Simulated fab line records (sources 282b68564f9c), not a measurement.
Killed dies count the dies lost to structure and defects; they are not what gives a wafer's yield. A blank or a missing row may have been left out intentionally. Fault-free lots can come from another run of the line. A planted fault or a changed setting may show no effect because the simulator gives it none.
fab line records	flow ritCmos
[record] lots = 7	wafers = 21	lastDay = 6
route steps=202 shown SILICIDE@167 CONTACT@168
lots with no fault: from the same line, run without faults
startH: hours from the record's first day to the start of the lot's first wafer shown	waitH: hours from the lot's prior step to this one	" same as the row above	L1.1+2: a single row standing in for several wafers	- either no value or no given start	* or withheld: withheld	< > ~ a bound
route shown NAME@n: names a module that has steps shown in the file, with the first one's number in the route	usual: mean and standard deviation over wafers with no fault	same: alike in all rows	chamber/n: place in a boat	sites: the reading at each site	_std_site: standard deviation of those values	_edge_site: mean of outer sites minus mean of inner sites	radiusMm: how far each site lies from the wafer's centre	mask NAME#n: copy n	behind: the most recent tool/chamber to have shaped the wafer	hold: cause of the lot's hold/its duration in hours/its outcome	device: transistor that didn't switch, given as n, p or np	end of line: the tests these same wafers got at the end of their route	step lacking rows: just its recipe	killed: not the wafer's yield, but the dies lost to structure and defects at the first sort	map: shows each die of a wafer: x if killed, . if not, _ if none is there
set.NAME: the setting the step ran with; set.NAME@STEP: the setting that earlier step ran with	model.NAME: the simulator's own value behind a step, which no gauge read
lots at selected steps of the route; one table per step, one row per wafer
services: a tool's chamber out of use, with start hour (startH, from the record's first day; less than 0 if before it), hours out, and reason
[[steps]]
[step RIT_SILICIDE_RTA_06]
[recipe] tempC = 750	timeS = 10	idleTempC = 25	rampUpS = 5	rampDownS = 10	coolToC = 25	ambient = N2
[usual] wafer_temp_C_max = 752.8/0.68
lot.wafer	tool	chamber	startH	waitH	wafer_temp_C_max
L917.1	rtpAnneal-01	0	58.03	0.0	752.2
L917.3	"	0	"	"	752.9
L917.5	"	0	"	"	753.0
L925.1	rtpAnneal-01	0	95.60	0.0	752.1
L925.3	"	0	"	"	752.1
L925.4	"	0	"	"	752.3
L926.3	rtpAnneal-02	0	100.80	0.0	754.3
L926.4	"	0	"	"	753.3
L926.5	"	0	"	"	754.4
L927.2	rtpAnneal-01	0	105.13	0.0	752.0
L927.3	"	0	"	"	751.7
L927.4	"	0	"	"	752.3
L928.1	rtpAnneal-02	0	109.74	0.0	753.5
L928.4	"	0	"	"	753.0
L928.5	"	0	"	"	752.3
L930.1	rtpAnneal-02	0	120.86	0.0	753.2
L930.3	"	0	"	"	754.4
L930.6	"	0	"	"	754.2
L932.1	rtpAnneal-02	0	131.54	0.0	753.4
L932.3	"	0	"	"	753.6
L932.4	"	0	"	"	754.3
[step RIT_CONTACT_CVD_00]
[recipe] material = SiO2	targetThkNm = 400	precursor = TEOS	tempC = 390	timeS = 61	rfW = 400
[usual] heaterPowerW = 300/53
lot.wafer	tool	chamber	startH	waitH	heaterPowerW
L917.1	pecvd-02	0	58.10	0.1	353
L917.3	"	2	"	"	254
L917.5	"	2	"	"	264
L925.1	pecvd-01	1	95.67	0.1	331
L925.3	"	2	"	"	286
L925.4	"	1	"	"	355
L926.3	pecvd-02	1	100.84	0.0	260
L926.4	"	1	"	"	276
L926.5	"	0	"	"	273
L927.2	pecvd-04	2	105.19	0.0	262
L927.3	"	1	"	"	207
L927.4	"	0	"	"	344
L928.1	pecvd-01	2	109.81	0.1	252
L928.4	"	1	"	"	363
L928.5	"	2	"	"	262
L930.1	pecvd-04	0	120.93	0.1	351
L930.3	"	2	"	"	285
L930.6	"	2	"	"	299
L932.1	pecvd-04	2	131.60	0.1	278
L932.3	"	0	"	"	285
L932.4	"	2	"	"	289
[step RIT_CONTACT_THK_MEAS_01]
[recipe] reads = SiO2_of_CONTACT_CVD_00
[usual] CONTACT_TEOS_THK = 400/5.2
lot.wafer	tool	chamber	startH	waitH	CONTACT_TEOS_THK[nm]
L917.1	filmMetro-04	-	58.15	0.0	398
L917.3	"	-	"	"	395
L917.5	"	-	"	"	405
L925.1	filmMetro-02	-	95.72	0.0	400
L925.3	"	-	"	"	397
L925.4	"	-	"	"	406
L926.3	filmMetro-01	-	100.91	0.0	397
L926.4	"	-	"	"	400
L926.5	"	-	"	"	406
L927.2	filmMetro-02	-	105.25	0.0	393
L927.3	"	-	"	"	395
L927.4	"	-	"	"	402
L928.1	filmMetro-02	-	109.86	0.0	399
L928.4	"	-	"	"	408
L928.5	"	-	"	"	404
L930.1	filmMetro-04	-	120.98	0.0	397
L930.3	"	-	"	"	394
L930.6	"	-	"	"	402
L932.1	filmMetro-02	-	131.66	0.0	398
L932.3	"	-	"	"	396
L932.4	"	-	"	"	408
[step RIT_CONTACT_HMDS_02]
[recipe] primeTimeS = 60	primeTempC = 140
[step RIT_CONTACT_COAT_03]
[recipe] resist = NOVOLAK	spinRpm = 3250	resistThkNm = 1000
[step RIT_CONTACT_SOFTBAKE_04]
[recipe] resist = NOVOLAK	tempC = 90	timeS = 60
[step RIT_CONTACT_EXPOSE_05]
[recipe] maskId = M11	na = 0.6	sourceShape = conventional	sigmaOuter = 0.5	targetCdNm = 1000	doseMj = 250
[step RIT_CONTACT_PEB_06]
[recipe] resist = NOVOLAK	tempC = withheld	timeS = withheld
[step RIT_CONTACT_DEVELOP_07]
[recipe] resist = NOVOLAK	developTimeS = 120	devTempC = 23
[step RIT_CONTACT_CD_MEAS_08]
[recipe] targetCdNm = 1000
[usual] cdNm = 1000.2/2.2
lot.wafer	tool	chamber	startH	waitH	cdNm
L917.1	cdSem-01	-	59.17	-	998.0
L917.3	"	-	"	"	996.9
L917.5	"	-	"	"	996.3
L925.1	cdSem-01	-	96.82	-	998.1
L925.3	"	-	"	"	998.8
L925.4	"	-	"	"	999.2
L926.3	cdSem-01	-	102.00	-	998.6
L926.4	"	-	"	"	999.6
L926.5	"	-	"	"	1001.1
L927.2	cdSem-01	-	106.29	-	997.7
L927.3	"	-	"	"	1000.3
L927.4	"	-	"	"	998.5
L928.1	cdSem-01	-	110.88	-	1000.0
L928.4	"	-	"	"	1002.9
L928.5	"	-	"	"	1001.3
L930.1	cdSem-01	-	122.13	-	1004.2
L930.3	"	-	"	"	999.0
L930.6	"	-	"	"	1002.7
L932.1	cdSem-01	-	132.68	-	1000.4
L932.3	"	-	"	"	1002.5
L932.4	"	-	"	"	1000.9
[step RIT_CONTACT_OVL_MEAS_09]
[usual] CONTACT_OVL = -1.0/1.6
lot.wafer	tool	chamber	startH	waitH	CONTACT_OVL[nm]
L917.1	overlay-01	-	59.29	0.1	-3.9
L917.3	"	-	"	"	-3.1
L917.5	"	-	"	"	-2.9
L925.1	overlay-02	-	96.94	0.1	-2.2
L925.3	"	-	"	"	-1.6
L925.4	"	-	"	"	-1.7
L926.3	overlay-02	-	102.10	0.1	-2.8
L926.4	"	-	"	"	-2.6
L926.5	"	-	"	"	-1.2
L927.2	overlay-01	-	106.40	0.1	-3.4
L927.3	"	-	"	"	-2.9
L927.4	"	-	"	"	-3.2
L928.1	overlay-02	-	111.00	0.1	0.2
L928.4	"	-	"	"	-0.3
L928.5	"	-	"	"	0.4
L930.1	overlay-02	-	122.25	0.1	-1.4
L930.3	"	-	"	"	-0.9
L930.6	"	-	"	"	-1.7
L932.1	overlay-01	-	132.80	0.1	-2.7
L932.3	"	-	"	"	-1.1
L932.4	"	-	"	"	-3.1
[step RIT_CONTACT_HARDBAKE_10]
[recipe] resist = NOVOLAK	tempC = 140	timeS = 60
[step RIT_CONTACT_ETCH_11]
[recipe] targetDepthA = 4800	overEtchFrac = 0.2	stopOn = TiSi2	chemistry = CHF3/CF4/Ar	target = SiO2	CHF3_flow_sccm = 50	cf4FlowSccm = 10	Ar_flow_sccm = 100	O2_flow_sccm = 5	pressureMtorr = 100	rfW = 200	timeS = 320
[usual] CHF3_flow_sccm = 49.99/0.16	O2_flow_sccm = 4.996/0.015	drypumpMotorCurrentA = 5.8/0.59	mfcArSccm = 99.99/0.28	oesProductAu = 0.994/0.016	throttleValvePct = 8.83/0.11
lot.wafer	tool	chamber	startH	waitH	CHF3_flow_sccm	O2_flow_sccm	drypumpMotorCurrentA	mfcArSccm	oesProductAu	rfHoursCounterH	throttleValvePct	model.NOVOLAK_of_CONTACT_COAT_03.thkNm
L917.1	rieDiel-02	1	59.55	0.1	49.84	4.989	6.5	100.67	1.016	31	8.94	770.7
L917.3	"	0	"	"	49.83	5.013	4.9	100.00	0.981	140	8.69	768
L917.5	"	3	"	"	49.98	5.006	5.7	99.88	0.971	-	8.88	770.6
L925.1	rieDiel-02	1	97.12	0.1	50.05	5.006	6.5	100.27	1.011	31	8.94	767.1
L925.3	"	2	"	"	50.11	4.988	6.3	100.10	1.000	50	8.93	768.5
L925.4	"	1	"	"	49.95	4.995	6.5	100.08	1.015	-	8.95	770.9
L926.3	rieDiel-02	1	102.27	0.1	-	-	-	-	-	-	-	883.8
L926.4	"	0	"	"	-	-	-	-	-	-	-	885.6
L926.5	"	2	"	"	-	-	-	-	-	-	-	881.5
L927.2	rieDiel-04	0	106.58	0.1	-	-	-	-	-	-	-	884
L927.3	"	2	"	"	-	-	-	-	-	-	-	883.2
L927.4	"	3	"	"	-	-	-	-	-	-	-	883.6
L928.1	rieDiel-01	0	111.23	0.1	-	-	-	-	-	-	-	883
L928.4	"	1	"	"	-	-	-	-	-	-	-	880
L928.5	"	1	"	"	-	-	-	-	-	-	-	882.7
L930.1	rieDiel-04	2	122.43	0.1	49.94	4.969	5.8	99.87	0.982	30	8.64	767.5
L930.3	"	1	"	"	49.80	4.965	6.5	100.03	0.990	142	8.82	769.8
L930.6	"	2	"	"	50.04	4.993	5.8	99.79	0.987	-	8.63	765.1
L932.1	rieDiel-02	0	132.99	0.1	49.98	4.971	4.9	100.32	0.975	141	8.69	758
L932.3	"	3	"	"	49.78	4.993	5.7	100.09	0.966	8	8.89	761.9
L932.4	"	2	"	"	50.09	5.010	6.3	100.09	1.004	51	8.93	763
[step RIT_CONTACT_STRIP_12]
[recipe] chemistry = O2	timeS = 187.2	resist = NOVOLAK	platenTempC = withheld	powerW = 500	pressureMtorr = 4000	o2FlowSccm = 4000
[usual] drypumpMotorCurrentA = 5.7/0.32
lot.wafer	tool	chamber	startH	waitH	drypumpMotorCurrentA	rfHoursCounterH
L917.1	plasmaAsher-02	0	59.74	0.1	5.3	40
L917.3	"	0	"	"	5.3	-
L917.5	"	0	"	"	5.3	-
L925.1	plasmaAsher-01	0	97.32	0.1	5.4	44
L925.3	"	0	"	"	5.4	-
L925.4	"	1	"	"	6.2	-
L926.3	plasmaAsher-01	0	102.52	0.2	5.4	-
L926.4	"	1	"	"	6.2	-
L926.5	"	1	"	"	6.2	-
L927.2	plasmaAsher-03	1	106.77	0.1	5.4	49
L927.3	"	0	"	"	5.9	-
L927.4	"	1	"	"	5.4	-
L928.1	plasmaAsher-01	0	111.42	0.1	5.4	46
L928.4	"	1	"	"	6.2	-
L928.5	"	1	"	"	6.2	-
L930.1	plasmaAsher-01	1	122.63	0.1	6.2	47
L930.3	"	1	"	"	6.2	-
L930.6	"	0	"	"	5.4	-
L932.1	plasmaAsher-03	0	133.18	0.1	5.8	52
L932.3	"	1	"	"	5.4	-
L932.4	"	0	"	"	5.9	-
[step RIT_CONTACT_CD_MEAS_90]
[recipe] targetCdNm = 1000
[usual] cdNm = 1000.2/2.2
lot.wafer	tool	chamber	startH	waitH	cdNm
L917.1	cdSem-02	-	59.92	0.1	997.4
L917.3	"	-	"	"	996.5
L917.5	"	-	"	"	996.0
L925.1	cdSem-02	-	97.49	0.1	998.0
L925.3	"	-	"	"	998.9
L925.4	"	-	"	"	999.4
L926.3	cdSem-02	-	102.68	0.1	-
L926.4	"	-	"	"	-
L926.5	"	-	"	"	-
L927.2	cdSem-01	-	106.97	0.1	-
L927.3	"	-	"	"	-
L927.4	"	-	"	"	-
L928.1	cdSem-02	-	111.60	0.1	-
L928.4	"	-	"	"	-
L928.5	"	-	"	"	-
L930.1	cdSem-02	-	122.80	0.1	1003.6
L930.3	"	-	"	"	999.4
L930.6	"	-	"	"	1001.8
L932.1	cdSem-02	-	133.36	0.1	1000.6
L932.3	"	-	"	"	1003.0
L932.4	"	-	"	"	1000.4
[step RIT_CONTACT_CLEAN_13]
[recipe] chemistry = SC1	mix = 3:3:50	timeS = 600	tempC = 75
[[services]]
tool	chamber	startH	hours	kind
rieDiel-04	2	46.93	6.5	repair
rieDiel-01	-	49.81	14.6	pm
plasmaAsher-01	-	61.46	1.8	repair
rieDiel-02	3	86.45	1.7	repair
rieDiel-04	1	93.59	5.7	repair
rieDiel-02	3	96.32	2.8	repair
plasmaAsher-03	-	96.68	6.2	repair
plasmaAsher-02	-	108.75	9.0	pm
plasmaAsher-02	0	108.75	9.0	ventCycle
plasmaAsher-02	1	108.75	9.0	ventCycle
rieDiel-04	0	115.14	22.4	repair
plasmaAsher-02	0	117.75	-	clean
plasmaAsher-02	1	117.75	-	clean
rieDiel-01	3	118.27	4.3	repair
pecvd-01	-	120.12	14.6	pm
rieDiel-02	0	120.36	8.5	repair
pecvd-02	0	123.28	4.9	repair
plasmaAsher-01	-	128.92	8.7	repair
[[key]]
[firstSign] step = RIT_CONTACT_ETCH_11	reading = toolRecord	direction = missing
[effect] step = RIT_CONTACT_CD_MEAS_90	reading = cdNm	direction = missing
[modelEffect] step = RIT_CONTACT_ETCH_11	value = NOVOLAK_of_CONTACT_COAT_03.thkNm	without = 767.8	struck = 883
metAt RIT_CONTACT_ETCH_11
struckWafers L926.3,L926.4,L926.5,L927.2,L927.3,L927.4,L928.1,L928.4,L928.5
laterRowsLeftOut L926.3,L926.4,L926.5,L927.2,L927.3,L927.4,L928.1,L928.4,L928.5
sortLeftOut L926.3,L926.4,L926.5,L927.2,L927.3,L927.4,L928.1,L928.4,L928.5
testerLeftOut L926,L927,L928
onsetBetween 97.12 102.27
[fault] kind = skippedStepWhole	tool = rieDiel-01,rieDiel-02,rieDiel-04	chamber = -	onsetH = 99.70	steps = RIT_CONTACT_ETCH_11	scope = struckLotsOnly
// testerLeftOut: of these lots the tester's yield and bins aren't shown, on N5 and GAA mostly nor the transistor test; their killed dies are dies lost to structure and defects alone, not to doping, threshold or leakage, so they don't give the yield
// sortLeftOut: the simulated sort isn't trusted on such a fault, so these wafers' sort isn't shown, and their yield isn't known
// laterRowsLeftOut: the simulator's readings of these wafers behind a module that went badly wrong aren't trusted and aren't shown, but for the sort
